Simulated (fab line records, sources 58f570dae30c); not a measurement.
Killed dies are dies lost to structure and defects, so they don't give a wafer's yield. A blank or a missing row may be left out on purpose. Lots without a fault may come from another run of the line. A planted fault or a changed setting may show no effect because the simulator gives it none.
fab line records | flow berkeley_cmos170
record lots=5 wafers=15 last_day=13
route steps=331 shown GATE@128 PLDD@145 NLDD@158
lots that met no fault: from a run of the same line without faults
start_h: hours from the record's first day to the start of the lot's first wafer shown | wait_h: hours since the lot's step before | " the same as in the row above | L1.1+2: a row that stands for several wafers | - no value, or no start given | * or withheld: withheld | < > ~ a bound
route shown NAME@n: a module of which the file shows steps, and the number in the route of the first | usual: mean/standard deviation of fault-free wafers | same: alike in all rows | chamber/n: place in a boat | sites: the reading at each site | _std_site: their standard deviation | _edge_site: outer sites' mean less inner sites' | radius_mm: how far each site lies from the wafer's centre | mask NAME#n: copy n | behind: the tool/chamber that last shaped the wafer | hold: why the lot was held/for how many hours/how that ended | device: the transistor (n, p or np) that didn't switch | end of line: the same wafers' tests at the end of the route | a step without rows: its recipe alone | killed: dies lost to structure and defects at the first sort, not the wafer's yield | map: a wafer's dies, x killed, . not, _ none there
set.NAME: the setting as run; set.NAME@STEP: as run at that earlier step | model.NAME: the simulator's own value behind a step, which no gauge read
lots at some steps of the route; a table a step, a row a wafer
services: from which hour (start_h, from the record's first day; less than 0 if before it) a tool's chamber was out of use, for how many hours, and why
## steps
# step UCB170_GATE_THK_MEAS_02
# recipe reads=SiO2_of_GATE_OXIDATION_01
# usual GATE_OXIDE_THK=6.64/0.12
# columns lot.wafer tool chamber start_h wait_h GATE_OXIDE_THK[nm]
L075.2 film_metro-02 - 149.75 0.0 6.70
L075.4 " - " " 6.60
L075.5 " - " " 6.71
L081.1 film_metro-04 - 181.71 0.0 6.50
L081.3 " - " " 6.64
L081.4 " - " " 6.66
L086.2 film_metro-01 - 197.11 0.0 6.83
L086.4 " - " " 6.64
L086.5 " - " " 6.68
L090.2 film_metro-02 - 219.78 0.0 6.45
L090.4 " - " " 6.57
L090.5 " - " " 6.40
L095.1 film_metro-01 - 250.14 0.0 6.58
L095.5 " - " " 6.61
L095.6 " - " " 6.57
# step UCB170_GATE_ANNEAL_03
# recipe temp_c=900 time_s=1800 ambient=N2
# columns lot.wafer tool chamber start_h wait_h
L075.2+4+5 furnace-04 0 151.97 2.2
L081.1+3+4 furnace-02 0 184.64 2.9
L086.2+4+5 furnace-02 0 201.75 4.6
L090.2+4+5 furnace-01 0 224.69 4.9
L095.1+5+6 furnace-02 0 255.30 5.2
# step UCB170_GATE_CVD_04
# recipe material=poly-Si temp_c=610 precursor=SiH4 time_s=1440 pressure_mtorr=375 target_thk_nm=214 sih4_flow_sccm=120
# columns lot.wafer tool chamber start_h wait_h
L075.2+4+5 lpcvd-01 1 153.47 0.0
L081.1+3+4 lpcvd-01 1 186.14 0.0
L086.2+4+5 lpcvd-02 0 203.25 0.0
L090.2+4+5 lpcvd-01 1 226.37 0.2
L095.1+5+6 lpcvd-01 1 256.80 0.0
# step UCB170_GATE_THK_MEAS_05
# recipe reads=poly-Si_of_GATE_CVD_04
# usual GATE_POLY_THK=214.2/2.3
# columns lot.wafer tool chamber start_h wait_h GATE_POLY_THK[nm]
L075.2 film_metro-02 - 154.88 0.0 213.1
L075.4 " - " " 213.5
L075.5 " - " " 213.8
L081.1 film_metro-04 - 187.60 0.1 213.5
L081.3 " - " " 211.6
L081.4 " - " " 212.5
L086.2 film_metro-01 - 204.66 0.0 214.6
L086.4 " - " " 214.2
L086.5 " - " " 214.4
L090.2 film_metro-01 - 227.78 0.0 216.0
L090.4 " - " " 215.3
L090.5 " - " " 217.4
L095.1 film_metro-01 - 258.21 0.0 216.0
L095.5 " - " " 218.2
L095.6 " - " " 216.8
# step UCB170_GATE_COAT_06
# recipe resist=BARC temp_c=withheld time_s=withheld spin_rpm=3000 resist_thk_nm=withheld
# usual chill_plate_temp_C=*
# columns lot.wafer tool chamber start_h wait_h chill_plate_temp_C
L075.2 litho_track-02 0 155.12 0.2 *
L075.4 " 0 " " *
L075.5 " 0 " " *
L081.1 litho_track-01 0 187.84 0.2 *
L081.3 " 0 " " *
L081.4 " 0 " " *
L086.2 litho_track-02 0 204.74 0.1 *
L086.4 " 0 " " *
L086.5 " 0 " " *
L090.2 litho_track-03 0 228.01 0.2 *
L090.4 " 0 " " *
L090.5 " 0 " " *
L095.1 litho_track-03 0 258.27 0.1 *
L095.5 " 0 " " *
L095.6 " 0 " " *
# step UCB170_GATE_COAT_07
# recipe resist=KrF spin_rpm=1500 resist_thk_nm=900
# usual chill_plate_temp_C=23.01/0.1
# columns lot.wafer tool chamber start_h wait_h chill_plate_temp_C
L075.2 litho_track-02 0 - - 23.08
L075.4 " 0 " " 23.02
L075.5 " 0 " " 22.89
L081.1 litho_track-01 0 - - 23.05
L081.3 " 0 " " 22.99
L081.4 " 0 " " 23.00
L086.2 litho_track-02 0 - - 22.95
L086.4 " 0 " " 23.02
L086.5 " 0 " " 23.05
L090.2 litho_track-03 0 - - 22.78
L090.4 " 0 " " 22.93
L090.5 " 0 " " 22.99
L095.1 litho_track-03 0 - - 23.05
L095.5 " 0 " " 23.16
L095.6 " 0 " " 23.20
# step UCB170_GATE_SOFTBAKE_08
# recipe resist=KrF temp_c=130 time_s=60
# usual chill_plate_temp_C=22.98/0.11 plate_temp_C=129.96/0.16
# columns lot.wafer tool chamber start_h wait_h chill_plate_temp_C plate_temp_C
L075.2 litho_track-02 0 - - 23.02 129.84
L075.4 " 0 " " 22.86 129.78
L075.5 " 0 " " 23.02 129.82
L081.1 litho_track-01 0 - - 23.02 129.99
L081.3 " 0 " " 23.18 129.81
L081.4 " 0 " " 22.95 129.95
L086.2 litho_track-02 0 - - 23.15 129.81
L086.4 " 0 " " 23.01 129.99
L086.5 " 0 " " 23.16 129.94
L090.2 litho_track-03 0 - - 22.98 130.41
L090.4 " 0 " " 23.15 130.29
L090.5 " 0 " " 22.87 130.00
L095.1 litho_track-03 0 - - 23.04 129.77
L095.5 " 0 " " 23.13 129.77
L095.6 " 0 " " 23.14 130.08
# step UCB170_GATE_EXPOSE_09
# recipe mask_id=POLY target_cd_nm=350 na=0.5 sigma_outer=0.6 source_shape=conventional dose_mj=21
# columns lot.wafer tool chamber start_h wait_h mask
L075.2+4+5 krf_scanner-01 0 155.69 - POLY#0
L081.1+3+4 krf_scanner-02 0 188.41 - POLY#0
L086.2+4+5 krf_scanner-01 0 205.31 - POLY#0
L090.2+4+5 krf_scanner-02 0 228.58 - POLY#0
L095.1+5+6 krf_scanner-02 0 258.96 - POLY#0
# step UCB170_GATE_PEB_10
# recipe peb_temp_c=130 peb_time_s=withheld resist=KrF
# usual chill_plate_temp_C=23.01/0.097 plate_temp_C=129.99/0.14
# columns lot.wafer tool chamber start_h wait_h chill_plate_temp_C plate_temp_C
L075.2 litho_track-02 0 155.85 0.1 23.07 130.06
L075.4 " 0 " " 22.97 130.06
L075.5 " 0 " " 22.90 130.09
L081.1 litho_track-01 0 188.71 0.3 22.91 130.09
L081.3 " 0 " " 23.03 129.93
L081.4 " 0 " " 22.92 129.89
L086.2 litho_track-02 0 205.43 0.1 23.11 129.85
L086.4 " 0 " " 23.04 130.05
L086.5 " 0 " " 22.98 129.86
L090.2 litho_track-02 0 229.22 0.6 23.09 129.98
L090.4 " 0 " " 23.28 130.03
L090.5 " 0 " " 23.01 130.06
L095.1 litho_track-03 0 259.07 0.1 22.91 130.25
L095.5 " 0 " " 22.95 130.09
L095.6 " 0 " " 23.04 130.17
# step UCB170_GATE_DEVELOP_11
# recipe developer=TMAH develop_time_s=45 resist=KrF dev_temp_c=21
# usual chill_plate_temp_C=23.02/0.12
# columns lot.wafer tool chamber start_h wait_h chill_plate_temp_C
L075.2 litho_track-02 0 - - 22.94
L075.4 " 0 " " 22.82
L075.5 " 0 " " 22.97
L081.1 litho_track-01 0 - - 23.15
L081.3 " 0 " " 23.04
L081.4 " 0 " " 23.08
L086.2 litho_track-02 0 - - 23.00
L086.4 " 0 " " 23.01
L086.5 " 0 " " 23.18
L090.2 litho_track-02 0 - - 23.19
L090.4 " 0 " " 23.14
L090.5 " 0 " " 23.13
L095.1 litho_track-03 0 - - 22.96
L095.5 " 0 " " 22.99
L095.6 " 0 " " 23.10
# step UCB170_GATE_CD_MEAS_12
# recipe target_cd_nm=350
# usual cd_nm=349.9/1.1
# columns lot.wafer tool chamber start_h wait_h cd_nm
L075.2 cd_sem-01 - 156.27 - 349.4
L075.4 " - " " 349.6
L075.5 " - " " 350.2
L081.1 cd_sem-02 - 188.99 - 350.7
L081.3 " - " " 351.2
L081.4 " - " " 348.9
L086.2 cd_sem-01 - 205.70 - 350.7
L086.4 " - " " 351.1
L086.5 " - " " 351.1
L090.2 cd_sem-02 - 229.50 - 350.1
L090.4 " - " " 349.3
L090.5 " - " " 349.7
L095.1 cd_sem-02 - 259.35 - 349.7
L095.5 " - " " 350.2
L095.6 " - " " 351.3
# step UCB170_GATE_OVL_MEAS_13
# usual GATE_OVL=1/5.8
# columns lot.wafer tool chamber start_h wait_h GATE_OVL[nm]
L075.2 overlay-02 - 156.38 0.1 3
L075.4 " - " " -2
L075.5 " - " " 0
L081.1 overlay-01 - 189.11 0.1 2
L081.3 " - " " -2
L081.4 " - " " 0
L086.2 overlay-01 - 205.81 0.1 10
L086.4 " - " " 6
L086.5 " - " " 7
L090.2 overlay-02 - 229.60 0.1 -4
L090.4 " - " " -1
L090.5 " - " " 3
L095.1 overlay-01 - 259.47 0.1 -4
L095.5 " - " " -5
L095.6 " - " " -8
# step UCB170_GATE_ETCH_14
# recipe chemistry=N2/H2 target_depth_a=withheld overetch_a=withheld target=BARC time_s=withheld source_w=500 bias_w=100 pressure_mtorr=30 n2_flow_sccm=100 h2_flow_sccm=200
# usual drypump_motor_current_A=5.9/0.49 oes_product_au=1.005/0.015 throttle_valve_pct=13.30/0.12
# columns lot.wafer tool chamber start_h wait_h drypump_motor_current_A oes_product_au throttle_valve_pct
L075.2 rie_diel-04 0 156.41 0.0 5.5 0.997 13.18
L075.4 " 1 " " 5.4 1.030 13.27
L075.5 " 2 " " 5.8 1.013 13.29
L081.1 rie_diel-04 3 189.14 0.0 6.5 1.014 13.31
L081.3 " 0 " " 5.6 1.003 13.19
L081.4 " 1 " " 5.4 1.029 13.28
L086.2 rie_diel-02 3 205.84 0.0 6.5 0.996 13.49
L086.4 " 0 " " 5.8 1.004 13.41
L086.5 " 2 " " 5.6 0.998 13.46
L090.2 rie_diel-01 0 229.63 0.0 6.6 1.011 13.28
L090.4 " 3 " " 4.9 1.002 13.27
L090.5 " 2 " " 5.7 0.977 13.30
L095.1 rie_diel-04 3 259.50 0.0 6.5 1.003 13.33
L095.5 " 2 " " 5.8 1.029 13.29
L095.6 " 1 " " 5.4 1.025 13.27
# step UCB170_GATE_ETCH_15
# recipe chemistry=HBr/Cl2 target=poly-Si stop_on=SiO2 over_etch_frac=0.3 icp_w=300 bias_w=150 time_s=56.3 pressure_mtorr=15 HBr_flow_sccm=150 Cl2_flow_sccm=50 target_depth_a=2782
# usual drypump_motor_current_A=5.9/0.57 oes_product_au=0.830/0.01 throttle_valve_pct=26.49/0.22
# columns lot.wafer tool chamber start_h wait_h drypump_motor_current_A oes_product_au rf_hours_counter_h throttle_valve_pct
L075.2 rie_si-01 1 156.45 - 6.1 0.836 88 26.64
L075.4 " 3 " " 4.9 0.835 2 26.80
L075.5 " 2 " " 5.9 0.827 - 26.19
L081.1 rie_si-01 3 189.19 - 4.9 0.844 2 26.78
L081.3 " 1 " " 6.1 0.828 88 26.64
L081.4 " 0 " " 5.5 0.824 1 26.44
L086.2 rie_si-01 0 205.88 - 5.5 0.826 1 26.44
L086.4 " 1 " " 6.1 0.841 88 26.65
L086.5 " 1 " " 6.1 0.845 - 26.65
L090.2 rie_si-01 0 229.68 - 5.5 0.838 1 26.45
L090.4 " 3 " " 4.9 0.842 2 26.80
L090.5 " 1 " " 6.1 0.851 - 26.64
L095.1 rie_si-01 2 259.55 - 5.8 0.825 84 26.21
L095.5 " 3 " " 4.9 0.852 - 26.81
L095.6 " 0 " " 5.5 0.831 - 26.42
# step UCB170_GATE_STRIP_16
# recipe chemistry=O2 power_w=400 pressure_mtorr=3500 platen_temp_c=withheld o2_flow_sccm=400 overash_fraction=0.5
# usual drypump_motor_current_A=5.7/0.5 o2_flow_sccm=400.3/1.1 oes_product_au=0.725/0.0043
# columns lot.wafer tool chamber start_h wait_h drypump_motor_current_A o2_flow_sccm oes_product_au rf_hours_counter_h
L075.2 plasma_asher-01 0 156.50 0.0 6.2 398.7 0.725 40
L075.4 " 1 " " 4.9 400.0 0.727 -
L075.5 " 0 " " 6.2 398.9 0.724 -
L081.1 plasma_asher-01 1 189.23 0.0 4.9 399.6 0.724 44
L081.3 " 0 " " 6.2 400.2 0.724 -
L081.4 " 1 " " 4.9 399.5 0.724 -
L086.2 plasma_asher-01 1 205.93 0.0 4.9 399.9 0.727 46
L086.4 " 0 " " 6.2 400.9 0.725 -
L086.5 " 0 " " 6.2 400.4 0.724 -
L090.2 plasma_asher-01 0 229.72 0.0 6.2 399.5 0.732 49
L090.4 " 0 " " 6.2 399.2 0.724 -
L090.5 " 1 " " 4.9 398.6 0.721 -
L095.1 plasma_asher-04 0 259.59 0.0 6.2 399.8 0.720 49
L095.5 " 0 " " 6.2 401.6 0.728 -
L095.6 " 1 " " 5.4 401.0 0.725 -
# step UCB170_GATE_CD_MEAS_90
# recipe target_cd_nm=350
# usual cd_nm=349.9/1.2
# columns lot.wafer tool chamber start_h wait_h cd_nm
L075.2 cd_sem-01 - 156.87 0.3 350.5
L075.4 " - " " 349.3
L075.5 " - " " 350.3
L081.1 cd_sem-02 - 189.33 0.1 350.9
L081.3 " - " " 351.7
L081.4 " - " " 348.9
L086.2 cd_sem-01 - 206.05 0.1 351.0
L086.4 " - " " 351.1
L086.5 " - " " 350.2
L090.2 cd_sem-02 - 229.84 0.1 350.0
L090.4 " - " " 349.2
L090.5 " - " " 350.0
L095.1 cd_sem-01 - 259.69 0.1 349.2
L095.5 " - " " 349.8
L095.6 " - " " 351.4
# step UCB170_GATE_CLEAN_17
# recipe chemistry=SPM temp_c=120 time_s=600
# columns lot.wafer tool chamber start_h wait_h
L075.2+4+5 wet_bench-01 2 156.97 0.1
L081.1+3+4 wet_bench-04 3 189.45 0.1
L086.2+4+5 wet_bench-04 3 206.59 0.5
L090.2+4+5 wet_bench-02 2 229.94 0.1
L095.1+5+6 wet_bench-01 2 260.58 0.9
# step UCB170_PLDD_HMDS_00
# recipe prime_time_s=60 prime_temp_c=100
# usual chill_plate_temp_C=23.03/0.097
# columns lot.wafer tool chamber start_h wait_h chill_plate_temp_C
L075.2 litho_track-03 0 157.30 0.2 22.95
L075.4 " 0 " " 23.02
L075.5 " 0 " " 22.89
L081.1 litho_track-04 0 189.85 0.2 23.16
L081.3 " 0 " " 23.02
L081.4 " 0 " " 23.14
L086.2 litho_track-02 0 207.70 0.9 22.99
L086.4 " 0 " " 22.95
L086.5 " 0 " " 23.06
L090.2 litho_track-02 0 230.49 0.4 22.99
L090.4 " 0 " " 23.01
L090.5 " 0 " " 22.88
L095.1 litho_track-02 0 261.15 0.4 23.00
L095.5 " 0 " " 22.94
L095.6 " 0 " " 22.98
# step UCB170_PLDD_COAT_01
# recipe resist=KrF spin_rpm=1500 resist_thk_nm=889.1
# usual chill_plate_temp_C=23.00/0.11
# columns lot.wafer tool chamber start_h wait_h chill_plate_temp_C
L075.2 litho_track-03 0 157.45 0.1 23.01
L075.4 " 0 " " 23.05
L075.5 " 0 " " 22.95
L081.1 litho_track-04 0 190.00 0.1 23.11
L081.3 " 0 " " 23.19
L081.4 " 0 " " 23.17
L086.2 litho_track-02 0 207.85 0.1 22.88
L086.4 " 0 " " 23.08
L086.5 " 0 " " 23.09
L090.2 litho_track-02 0 230.64 0.1 23.00
L090.4 " 0 " " 22.92
L090.5 " 0 " " 23.06
L095.1 litho_track-02 0 261.30 0.1 22.95
L095.5 " 0 " " 23.09
L095.6 " 0 " " 22.98
# step UCB170_PLDD_SOFTBAKE_02
# recipe resist=KrF temp_c=130 time_s=60
# usual chill_plate_temp_C=23.02/0.093 plate_temp_C=129.99/0.12
# columns lot.wafer tool chamber start_h wait_h chill_plate_temp_C plate_temp_C
L075.2 litho_track-03 0 157.60 0.1 22.85 129.97
L075.4 " 0 " " 22.80 130.03
L075.5 " 0 " " 23.03 129.93
L081.1 litho_track-04 0 190.15 0.1 23.11 130.29
L081.3 " 0 " " 23.02 130.03
L081.4 " 0 " " 23.22 129.96
L086.2 litho_track-02 0 208.00 0.1 23.07 130.06
L086.4 " 0 " " 23.00 130.06
L086.5 " 0 " " 23.00 130.11
L090.2 litho_track-02 0 230.79 0.1 23.12 129.79
L090.4 " 0 " " 23.03 129.88
L090.5 " 0 " " 23.04 129.90
L095.1 litho_track-02 0 261.45 0.1 23.01 130.14
L095.5 " 0 " " 23.01 130.08
L095.6 " 0 " " 23.01 130.14
# step UCB170_PLDD_EXPOSE_03
# recipe mask_id=PSELECT na=0.5 sigma_outer=0.6 source_shape=conventional target_cd_nm=1200 dose_mj=30
# columns lot.wafer tool chamber start_h wait_h mask
L075.2+4+5 krf_scanner-01 0 157.75 0.1 PSELECT#0
L081.1+3+4 krf_scanner-01 0 190.43 0.2 PSELECT#0
L086.2+4+5 krf_scanner-02 0 - - PSELECT#0
L090.2+4+5 krf_scanner-01 0 231.06 0.2 PSELECT#0
L095.1+5+6 krf_scanner-02 0 262.07 0.6 PSELECT#0
# step UCB170_PLDD_PEB_04
# recipe peb_temp_c=129.5 peb_time_s=withheld resist=KrF
# usual chill_plate_temp_C=23.01/0.11 plate_temp_C=129.50/0.14
# columns lot.wafer tool chamber start_h wait_h chill_plate_temp_C plate_temp_C
L075.2 litho_track-02 0 158.00 0.2 22.90 129.84
L075.4 " 0 " " 23.06 129.75
L075.5 " 0 " " 23.00 129.64
L081.1 litho_track-02 0 190.69 0.2 22.82 129.56
L081.3 " 0 " " 22.87 129.51
L081.4 " 0 " " 23.06 129.55
L086.2 litho_track-02 0 - - 23.14 129.50
L086.4 " 0 " " 23.06 129.51
L086.5 " 0 " " 23.10 129.44
L090.2 litho_track-03 0 231.36 0.3 23.04 129.46
L090.4 " 0 " " 23.08 129.60
L090.5 " 0 " " 23.12 129.62
L095.1 litho_track-02 0 262.60 0.5 23.08 129.32
L095.5 " 0 " " 22.95 129.51
L095.6 " 0 " " 22.95 129.56
# step UCB170_PLDD_DEVELOP_05
# recipe developer=TMAH develop_time_s=45 resist=KrF dev_temp_c=21
# usual chill_plate_temp_C=23.01/0.1
# columns lot.wafer tool chamber start_h wait_h chill_plate_temp_C
L075.2 litho_track-02 0 - - 22.98
L075.4 " 0 " " 22.99
L075.5 " 0 " " 23.15
L081.1 litho_track-02 0 - - 23.08
L081.3 " 0 " " 23.08
L081.4 " 0 " " 23.04
L086.2 litho_track-02 0 - - 23.14
L086.4 " 0 " " 23.15
L086.5 " 0 " " 22.99
L090.2 litho_track-03 0 - - 23.13
L090.4 " 0 " " 22.91
L090.5 " 0 " " 23.01
L095.1 litho_track-02 0 - - 22.91
L095.5 " 0 " " 22.91
L095.6 " 0 " " 23.04
# step UCB170_PLDD_CD_MEAS_06
# recipe target_cd_nm=1200
# usual cd_nm=1200.2/1.5
# columns lot.wafer tool chamber start_h wait_h cd_nm
L075.2 cd_sem-01 - 158.27 - 1202.7
L075.4 " - " " 1203.7
L075.5 " - " " 1203.4
L081.1 cd_sem-02 - 190.96 - 1198.9
L081.3 " - " " 1200.1
L081.4 " - " " 1199.5
L086.2 cd_sem-02 - 209.60 - 1199.9
L086.4 " - " " 1200.1
L086.5 " - " " 1199.2
L090.2 cd_sem-01 - 231.63 - 1200.0
L090.4 " - " " 1200.4
L090.5 " - " " 1199.7
L095.1 cd_sem-02 - 262.87 - 1199.4
L095.5 " - " " 1199.4
L095.6 " - " " 1198.9
# step UCB170_PLDD_OVL_MEAS_07
# usual PLDD_OVL=-3/4.7
# columns lot.wafer tool chamber start_h wait_h PLDD_OVL[nm]
L075.2 overlay-01 - 158.38 0.1 -4
L075.4 " - " " -3
L075.5 " - " " 3
L081.1 overlay-01 - 191.08 0.1 -5
L081.3 " - " " 1
L081.4 " - " " 2
L086.2 overlay-02 - 209.71 0.1 -7
L086.4 " - " " -6
L086.5 " - " " -6
L090.2 overlay-02 - 231.73 0.1 -9
L090.4 " - " " -1
L090.5 " - " " -8
L095.1 overlay-02 - 262.99 0.1 -5
L095.5 " - " " -8
L095.6 " - " " -4
# step UCB170_PLDD_IMPLANT_08
# recipe species=BF2 dose_cm2=5e+13 energy_kev=10 tilt_deg=7 rotation_deg=0
# usual beam_on_s=10.17/0.28 faraday_current_uA=156/4.2
# same implant_ion_amu=49
# columns lot.wafer tool chamber start_h wait_h beam_on_s faraday_current_uA
L075.2 implanter-02 0 158.43 0.0 10.49 151
L075.4 " 0 " " 9.99 159
L075.5 " 0 " " 9.94 160
L081.1 implanter-02 0 191.12 0.0 10.04 158
L081.3 " 0 " " 9.78 163
L081.4 " 0 " " 10.04 157
L086.2 implanter-02 0 209.76 0.0 10.27 155
L086.4 " 0 " " 9.86 161
L086.5 " 0 " " 9.84 161
L090.2 implanter-02 0 231.79 0.0 10.13 156
L090.4 " 0 " " 9.88 161
L090.5 " 0 " " 10.24 154
L095.1 implanter-03 0 263.03 0.0 9.92 160
L095.5 " 0 " " 10.20 156
L095.6 " 0 " " 10.64 148
# step UCB170_PLDD_IMPLANT_09
# recipe species=BF2 dose_cm2=5e+13 energy_kev=10 tilt_deg=7 rotation_deg=180
# usual beam_on_s=10.17/0.29 faraday_current_uA=156/4.4
# same implant_ion_amu=49
# columns lot.wafer tool chamber start_h wait_h beam_on_s faraday_current_uA
L075.2 implanter-02 0 158.58 0.1 10.26 154
L075.4 " 0 " " 10.06 158
L075.5 " 0 " " 10.12 157
L081.1 implanter-02 0 191.27 0.1 9.65 165
L081.3 " 0 " " 10.08 157
L081.4 " 0 " " 10.03 158
L086.2 implanter-02 0 209.91 0.1 10.43 153
L086.4 " 0 " " 10.50 151
L086.5 " 0 " " 10.17 156
L090.2 implanter-02 0 231.94 0.1 9.90 160
L090.4 " 0 " " 10.10 157
L090.5 " 0 " " 9.98 159
L095.1 implanter-03 0 263.18 0.1 10.33 154
L095.5 " 0 " " 10.70 148
L095.6 " 0 " " 10.46 152
# step UCB170_PLDD_STRIP_10
# recipe chemistry=O2 power_w=400 pressure_mtorr=3500 platen_temp_c=withheld o2_flow_sccm=400 overash_fraction=0.5
# usual drypump_motor_current_A=6.0/0.52 o2_flow_sccm=399.9/1.2 oes_product_au=0.735/0.0047 strip_time_to_endpoint_s=21.33/0.076
# columns lot.wafer tool chamber start_h wait_h drypump_motor_current_A o2_flow_sccm oes_product_au rf_hours_counter_h strip_time_to_endpoint_s
L075.2 plasma_asher-03 1 158.71 0.1 6.4 397.8 0.739 5 21.30
L075.4 " 1 " " 6.4 397.9 0.733 - 21.28
L075.5 " 0 " " 6.8 398.9 0.732 - 21.21
L081.1 plasma_asher-04 0 191.42 0.1 6.3 401.1 0.743 41 21.29
L081.3 " 0 " " 6.2 399.4 0.735 - 21.33
L081.4 " 1 " " 5.3 398.4 0.739 - 21.32
L086.2 plasma_asher-02 0 210.04 0.1 5.6 401.8 0.730 49 21.36
L086.4 " 1 " " 5.7 399.7 0.736 - 21.30
L086.5 " 1 " " 5.7 400.3 0.732 - 21.34
L090.2 plasma_asher-02 1 232.06 0.1 5.7 401.3 0.725 52 21.23
L090.4 " 1 " " 5.7 400.1 0.733 - 21.22
L090.5 " 1 " " 5.7 400.6 0.734 - 21.20
L095.1 plasma_asher-03 1 263.33 0.1 6.4 400.0 0.731 14 21.28
L095.5 " 1 " " 6.4 399.2 0.735 - 21.30
L095.6 " 0 " " 6.8 401.1 0.729 - 21.29
# step UCB170_PLDD_TW_MEAS_11
# usual PLDD_TW=1013/6.5
# columns lot.wafer tool chamber start_h wait_h PLDD_TW
L075.2 film_metro-04 - 158.82 0.1 1021
L075.4 " - " " 1011
L075.5 " - " " 1020
L081.1 film_metro-01 - 191.52 0.1 1009
L081.3 " - " " 1006
L081.4 " - " " 1011
L086.2 film_metro-04 - 210.15 0.1 1014
L086.4 " - " " 1016
L086.5 " - " " 1020
L090.2 film_metro-04 - 232.17 0.1 1022
L090.4 " - " " 1022
L090.5 " - " " 1015
L095.1 film_metro-01 - 263.43 0.1 1001
L095.5 " - " " 995
L095.6 " - " " 999
# step UCB170_PLDD_CLEAN_12
# recipe chemistry=SPM temp_c=120 time_s=600
# columns lot.wafer tool chamber start_h wait_h
L075.2+4+5 wet_bench-04 2 158.87 0.0
L081.1+3+4 wet_bench-03 0 191.58 0.1
L086.2+4+5 wet_bench-01 2 210.52 0.4
L090.2+4+5 wet_bench-01 3 232.22 0.0
L095.1+5+6 wet_bench-01 0 263.60 0.2
# step UCB170_NLDD_HMDS_00
# recipe prime_time_s=60 prime_temp_c=100
# usual chill_plate_temp_C=23.00/0.1
# columns lot.wafer tool chamber start_h wait_h chill_plate_temp_C
L075.2 litho_track-03 0 159.08 0.0 22.91
L075.4 " 0 " " 22.88
L075.5 " 0 " " 23.02
L081.1 litho_track-01 0 191.77 0.0 23.09
L081.3 " 0 " " 22.96
L081.4 " 0 " " 23.03
L086.2 litho_track-03 0 210.72 0.0 23.10
L086.4 " 0 " " 23.01
L086.5 " 0 " " 23.08
L090.2 litho_track-03 0 232.81 0.4 22.87
L090.4 " 0 " " 22.88
L090.5 " 0 " " 22.94
L095.1 litho_track-04 0 263.77 0.0 23.05
L095.5 " 0 " " 23.09
L095.6 " 0 " " 23.08
# step UCB170_NLDD_COAT_01
# recipe resist=KrF spin_rpm=1500 resist_thk_nm=900
# usual chill_plate_temp_C=23.02/0.12
# columns lot.wafer tool chamber start_h wait_h chill_plate_temp_C
L075.2 litho_track-03 0 159.23 0.1 22.85
L075.4 " 0 " " 22.87
L075.5 " 0 " " 23.02
L081.1 litho_track-01 0 191.92 0.1 22.93
L081.3 " 0 " " 23.01
L081.4 " 0 " " 23.01
L086.2 litho_track-03 0 210.87 0.1 23.19
L086.4 " 0 " " 23.17
L086.5 " 0 " " 23.20
L090.2 litho_track-03 0 232.96 0.1 23.11
L090.4 " 0 " " 23.10
L090.5 " 0 " " 23.11
L095.1 litho_track-04 0 263.92 0.1 23.08
L095.5 " 0 " " 23.02
L095.6 " 0 " " 23.11
# step UCB170_NLDD_SOFTBAKE_02
# recipe resist=KrF temp_c=130 time_s=60
# usual chill_plate_temp_C=23.01/0.12 plate_temp_C=130.02/0.13
# columns lot.wafer tool chamber start_h wait_h chill_plate_temp_C plate_temp_C
L075.2 litho_track-03 0 159.38 0.1 23.20 129.98
L075.4 " 0 " " 23.07 130.01
L075.5 " 0 " " 23.01 130.01
L081.1 litho_track-01 0 192.07 0.1 22.99 129.92
L081.3 " 0 " " 22.96 129.94
L081.4 " 0 " " 23.02 129.93
L086.2 litho_track-03 0 211.02 0.1 22.93 130.14
L086.4 " 0 " " 23.10 130.00
L086.5 " 0 " " 22.90 130.25
L090.2 litho_track-03 0 233.11 0.1 23.06 130.00
L090.4 " 0 " " 23.09 129.91
L090.5 " 0 " " 23.17 129.96
L095.1 litho_track-04 0 264.07 0.1 23.08 130.20
L095.5 " 0 " " 22.92 130.11
L095.6 " 0 " " 22.94 130.11
# step UCB170_NLDD_EXPOSE_03
# recipe mask_id=NSELECT na=0.5 sigma_outer=0.6 source_shape=conventional target_cd_nm=1200 dose_mj=30
# columns lot.wafer tool chamber start_h wait_h mask
L075.2+4+5 krf_scanner-02 0 159.65 0.2 NSELECT#0
L081.1+3+4 krf_scanner-01 0 192.22 0.1 NSELECT#0
L086.2+4+5 krf_scanner-02 0 211.16 0.1 NSELECT#0
L090.2+4+5 krf_scanner-02 0 233.38 0.2 NSELECT#0
L095.1+5+6 krf_scanner-02 0 264.47 0.4 NSELECT#0
# step UCB170_NLDD_PEB_04
# recipe peb_temp_c=130 peb_time_s=withheld resist=KrF
# usual chill_plate_temp_C=23.00/0.1 plate_temp_C=130.01/0.12
# columns lot.wafer tool chamber start_h wait_h chill_plate_temp_C plate_temp_C
L075.2 litho_track-04 0 159.96 0.3 23.11 130.14
L075.4 " 0 " " 23.03 130.08
L075.5 " 0 " " 23.20 130.02
L081.1 litho_track-01 0 192.67 0.4 23.17 130.23
L081.3 " 0 " " 23.12 129.93
L081.4 " 0 " " 23.20 130.03
L086.2 litho_track-03 0 211.62 0.4 22.99 129.93
L086.4 " 0 " " 22.80 129.80
L086.5 " 0 " " 22.88 129.78
L090.2 litho_track-04 0 233.50 0.1 23.11 130.23
L090.4 " 0 " " 23.03 130.19
L090.5 " 0 " " 22.97 129.90
L095.1 litho_track-03 0 264.59 0.1 23.03 130.17
L095.5 " 0 " " 23.04 129.99
L095.6 " 0 " " 22.95 129.98
## services
# columns tool chamber start_h hours kind
rie_si-01 - 131.91 14.6 pm
wet_bench-03 - 134.20 36.4 pm
plasma_asher-01 - 134.24 14.6 pm
rie_diel-01 0 137.49 6.0 repair
krf_scanner-01 - 142.88 1.0 pm
krf_scanner-02 - 143.96 4.4 pm
implanter-02 - 147.26 4.5 repair
furnace-02 - 153.59 3.6 pm
rie_diel-01 2 162.83 6.9 repair
rie_diel-02 1 165.55 6.6 repair
wet_bench-04 - 170.23 1.9 pm
krf_scanner-02 - 171.09 1.0 pm
krf_scanner-01 - 174.26 0.2 repair
plasma_asher-02 - 180.40 4.5 repair
rie_diel-02 2 187.66 1.7 repair
rie_diel-04 - 193.38 0.5 repair
plasma_asher-03 - 198.73 28.1 pm
krf_scanner-02 - 208.25 0.8 pm
implanter-03 - 209.65 4.3 pm
krf_scanner-01 - 218.20 3.6 pm
krf_scanner-01 - 235.17 0.6 repair
krf_scanner-02 - 242.83 1.3 pm
krf_scanner-01 - 244.30 1.3 pm
rie_si-01 1 258.32 2.7 repair
## key
fault none
